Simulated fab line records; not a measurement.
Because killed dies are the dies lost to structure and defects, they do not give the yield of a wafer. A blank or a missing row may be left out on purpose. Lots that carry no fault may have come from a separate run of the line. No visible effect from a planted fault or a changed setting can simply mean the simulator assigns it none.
Code-filled problem report in 8D (eight disciplines) form	flow berkeleyCmos170	the parts of the form that need people (team, actions taken, sign-off) are left out

1. WHAT IS WRONG
At UCB170_M3_ETCH_17, rfFwdPowerW averages 695.5 W over 3 wafers from 2 lots, while fault-free wafers read 494.8 W, standard deviation 2. So: +99 or more standard deviations from the usual mean.
The step: etches BARC in N2/H2.
The first sign was on wafer L386.1 at day 11 12:37, on rieDiel-04. At this step, 42 wafers from 14 lots have a number in the record. Rule for "out" (also "out of limits"): further than 4 standard deviations from the usual mean. Any other wafer with a number is counted as sound.

2. WHAT IT IS, AND WHAT IT ISN'T
question	is	is not
which readings at this step	rfFwdPowerW, oesProductAu	drypumpMotorCurrentA, throttleValvePct
which lots	L386, L389	L375, L377, L379, L380, L381, L383, L385, L387, L388, L393, L396, L398
which wafers of those lots	L386.1, L386.5, L389.3	L386.6, L389.2, L389.6
read on which tools	rieDiel-04	rieDiel-01, rieDiel-02
when	from day 11 12:37	up to then (28 sound wafers); but 11 sound wafers of L389, L393, L396, L398 came after

3. THE SUSPECTS, EACH WITH WHAT RULES IT OUT
Counting: if a tool at a process step up to the reading ran every lot that is out, it stays a suspect. Sound lots after the first of them don't rule it out here, since some wafers of a struck lot are sound.
- rieDiel-01 at UCB170_CONTACT_ETCH_18 (etches PSG in CHF3/CF4/Ar, stops on TiSi2, target depth 840 nm, time 195 s): kept. It ran every lot that is out, first L386 (day 11 03:11); its last sound lot up to then is L381 (day 10 02:22). UCB170_CONTACT_ETCH_18 gives no start for some lots, so the hours and the order of its lots are those of UCB170_V1_BOW_MEAS_03.
- rieDiel-04 at UCB170_M3_ETCH_17 (etches BARC in N2/H2): kept. It ran every lot that is out, first L386 (day 11 12:37); its last sound lot up to then is L388 (day 11 11:01). Out on those wafers are its own readings of oesProductAu, rfFwdPowerW.
- Within rieDiel-01 at UCB170_CONTACT_ETCH_18: the wafers that are out ran in chambers 1, 3; their sound lot-mates ran in chamber 2.
- rieDiel-04, UCB170_M3_ETCH_17: wafers that are out in chamber 0, sound lot-mates in chambers 2, 3.
After counting, rieDiel-01 at UCB170_CONTACT_ETCH_18 and rieDiel-04 at UCB170_M3_ETCH_17 remain.

4. THE CAUSE (what the simulator had put in)
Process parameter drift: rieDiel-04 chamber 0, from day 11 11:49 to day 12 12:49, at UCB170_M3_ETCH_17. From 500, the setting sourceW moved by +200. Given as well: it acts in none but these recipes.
Counting left 2 suspects, and this tool is among them.

5. THE CHAIN OF EFFECTS, in route order
Each row: a reading where the mean over the struck wafers with a number is more than 3 standard deviations away from the usual. Readings are gone through only where the record gives a usual standard deviation; hours: the median, over the lots, of the time from a lot's start at the first step in this table giving one to that lot's start at this step; sigmas: the change measured in usual standard deviations.
hours	step	reading	usual	on struck wafers	change	sigmas
0	UCB170_M3_ETCH_17	oesProductAu	0.995 a.u.	1.244	+0.249	+8.9
0	UCB170_M3_ETCH_17	rfFwdPowerW	494.8 W	695.5	+200.7	+99 or more
Process steps it contains:
- UCB170_M3_ETCH_17: etches BARC in N2/H2.

6. HOW IT WOULD HAVE BEEN CAUGHT EARLIER
In this record the first reading out of limits was taken at day 11 12:37, 1 hour after the fault began at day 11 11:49.
